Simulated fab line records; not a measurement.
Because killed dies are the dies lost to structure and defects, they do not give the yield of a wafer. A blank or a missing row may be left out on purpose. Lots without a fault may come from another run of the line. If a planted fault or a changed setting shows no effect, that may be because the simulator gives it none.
fab line records -- flow ritCmos
record lots=14, wafers=42, lastDay=7
route steps=202 shown NWELL@36
lots that met no fault: taken from a fault-free run of the same line
startH: hours from the record's first day to the start of the lot's first wafer shown -- waitH: how many hours have passed since the lot's step before this one -- " as in the row above -- L1.1+2: one row covering several wafers at once -- - either no value or no given start -- * or withheld: withheld -- < > ~ a bound
route shown NAME@n: names a module that has steps shown in the file, with the first one's number in the route -- usual: mean/standard deviation of fault-free wafers -- same: alike in all rows -- chamber/n: place in a boat -- sites: readings site by site -- _std_site: standard deviation of those values -- _edge_site: outer sites' mean less inner sites' -- radiusMm: for every site, how far away it sits from the centre of the wafer -- mask NAME#n: copy n -- behind: the last tool/chamber to shape the wafer -- hold: reason for holding the lot/hours on hold/outcome of the hold -- device: which transistor (n, p or np) failed to switch -- end of line: at the end of the route, the tests of the same wafers -- a step given without rows: its recipe and nothing more -- killed: dies lost to structure and defects at the first sort, not the wafer's yield -- map: shows each die of a wafer: x if killed, . if not, _ if none is there
set.NAME: setting as actually run; set.NAME@STEP: the setting as run at that earlier step -- model.NAME: the simulator's own value behind a step, which no gauge read
a sample of lots followed through the steps of the route, with each step as a table and each wafer as a row
services: when a tool's chamber went out of use (startH, in hours from the record's first day, below 0 if earlier), for how many hours, and the reason
## steps
# step RIT_NWELL_IMPLANT_08
# recipe species=P, energyKev=170, doseCm2=5e+13, tiltDeg=7
# usual beamEnergyKeV=170.01/0.044
lot.wafer,tool,chamber,startH,waitH,beamEnergyKeV
L272.4,implanter-01,0,26.27,0.2,170.00
L272.5,implanter-01,0,26.27,0.2,169.98
L272.6,implanter-01,0,26.27,0.2,169.99
L273.2,implanter-01,0,28.70,0.2,170.03
L273.5,implanter-01,0,28.70,0.2,170.00
L273.6,implanter-01,0,28.70,0.2,169.94
L274.1,implanter-04,0,33.49,0.2,169.96
L274.5,implanter-04,0,33.49,0.2,170.06
L274.6,implanter-04,0,33.49,0.2,169.97
L276.2,implanter-04,0,44.33,0.2,169.93
L276.4,implanter-04,0,44.33,0.2,170.02
L276.5,implanter-04,0,44.33,0.2,169.97
L277.1,implanter-01,0,48.83,0.2,169.98
L277.4,implanter-01,0,48.83,0.2,169.96
L277.6,implanter-01,0,48.83,0.2,169.95
L278.1,implanter-01,0,54.74,0.2,169.94
L278.3,implanter-01,0,54.74,0.2,170.09
L278.5,implanter-01,0,54.74,0.2,169.97
L279.4,implanter-04,0,57.86,0.2,169.97
L279.5,implanter-04,0,57.86,0.2,170.07
L279.6,implanter-04,0,57.86,0.2,170.06
L282.1,implanter-04,0,77.21,0.2,153.04
L282.2,implanter-04,0,77.21,0.2,153.06
L282.4,implanter-04,0,77.21,0.2,153.08
L283.1,implanter-04,0,81.34,0.2,153.04
L283.2,implanter-04,0,81.34,0.2,152.99
L283.5,implanter-04,0,81.34,0.2,152.96
L284.1,implanter-02,0,85.01,0.2,170.06
L284.4,implanter-02,0,85.01,0.2,170.06
L284.6,implanter-02,0,85.01,0.2,170.07
L285.2,implanter-01,0,91.54,0.2,169.98
L285.3,implanter-01,0,91.54,0.2,169.96
L285.5,implanter-01,0,91.54,0.2,169.98
L288.1,implanter-01,0,103.40,0.2,169.96
L288.2,implanter-01,0,103.40,0.2,169.96
L288.6,implanter-01,0,103.40,0.2,170.03
L289.2,implanter-02,0,108.67,0.2,169.95
L289.3,implanter-02,0,108.67,0.2,169.96
L289.5,implanter-02,0,108.67,0.2,170.06
L291.1,implanter-01,0,118.97,0.2,170.02
L291.2,implanter-01,0,118.97,0.2,170.03
L291.4,implanter-01,0,118.97,0.2,169.98
# step RIT_NWELL_TW_MEAS_10
# usual NWELL_TW=2154/14
lot.wafer,tool,chamber,startH,waitH,NWELL_TW
L272.4,filmMetro-03,-,26.55,0.1,2168
L272.5,filmMetro-03,-,26.55,0.1,2155
L272.6,filmMetro-03,-,26.55,0.1,2156
L273.2,filmMetro-02,-,29.01,0.1,2132
L273.5,filmMetro-02,-,29.01,0.1,2139
L273.6,filmMetro-02,-,29.01,0.1,2137
L274.1,filmMetro-01,-,33.81,0.1,2154
L274.5,filmMetro-01,-,33.81,0.1,2150
L274.6,filmMetro-01,-,33.81,0.1,2167
L276.2,filmMetro-02,-,44.64,0.1,2147
L276.4,filmMetro-02,-,44.64,0.1,2131
L276.5,filmMetro-02,-,44.64,0.1,2138
L277.1,filmMetro-01,-,49.19,0.2,2185
L277.4,filmMetro-01,-,49.19,0.2,2185
L277.6,filmMetro-01,-,49.19,0.2,2178
L278.1,filmMetro-03,-,55.07,0.1,2165
L278.3,filmMetro-03,-,55.07,0.1,2165
L278.5,filmMetro-03,-,55.07,0.1,2170
L279.4,filmMetro-01,-,58.14,0.1,2180
L279.5,filmMetro-01,-,58.14,0.1,2172
L279.6,filmMetro-01,-,58.14,0.1,2170
L282.1,filmMetro-02,-,77.54,0.1,2100
L282.2,filmMetro-02,-,77.54,0.1,2096
L282.4,filmMetro-02,-,77.54,0.1,2104
L283.1,filmMetro-02,-,81.67,0.1,2097
L283.2,filmMetro-02,-,81.67,0.1,2097
L283.5,filmMetro-02,-,81.67,0.1,2102
L284.1,filmMetro-01,-,85.34,0.1,2164
L284.4,filmMetro-01,-,85.34,0.1,2159
L284.6,filmMetro-01,-,85.34,0.1,2155
L285.2,filmMetro-01,-,91.85,0.1,2165
L285.3,filmMetro-01,-,91.85,0.1,2158
L285.5,filmMetro-01,-,91.85,0.1,2164
L288.1,filmMetro-02,-,103.73,0.1,2147
L288.2,filmMetro-02,-,103.73,0.1,2135
L288.6,filmMetro-02,-,103.73,0.1,2141
L289.2,filmMetro-02,-,108.98,0.1,2132
L289.3,filmMetro-02,-,108.98,0.1,2137
L289.5,filmMetro-02,-,108.98,0.1,2144
L291.1,filmMetro-02,-,119.29,0.1,2133
L291.2,filmMetro-02,-,119.29,0.1,2141
L291.4,filmMetro-02,-,119.29,0.1,2140
## services
tool,chamber,startH,hours,kind
implanter-04,-,3.97,9.6,repair
implanter-02,-,19.99,3.6,pm
implanter-02,-,36.59,2.3,repair
implanter-02,-,55.93,1.3,repair
implanter-01,-,78.59,2.9,repair
implanter-04,-,105.12,3.6,repair
## key
firstSign step=RIT_NWELL_IMPLANT_08, reading=beamEnergyKeV, direction=down, sigmas=99+, usual=170.01, struck=153.03
effect step=RIT_NWELL_TW_MEAS_10, reading=NWELL_TW, direction=down, sigmas=4, usual=2154, struck=2099
metAt RIT_NWELL_IMPLANT_08
struckLots L282,L283
testerLeftOut L282,L283
onsetBetween 57.86 77.21
fault kind=processParameterDrift, tool=implanter-04, chamber=-, onsetH=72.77, steps=RIT_NWELL_IMPLANT_08, channel=energyKev, offset=-17, shape=step, endH=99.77, actsIn=theseRecipesOnly, stated=170
# testerLeftOut: of these lots the tester's yield and bins aren't shown, on N5 and GAA mostly nor the transistor test; their killed dies are dies lost to structure and defects alone, not to doping, threshold or leakage, so they don't give the yield
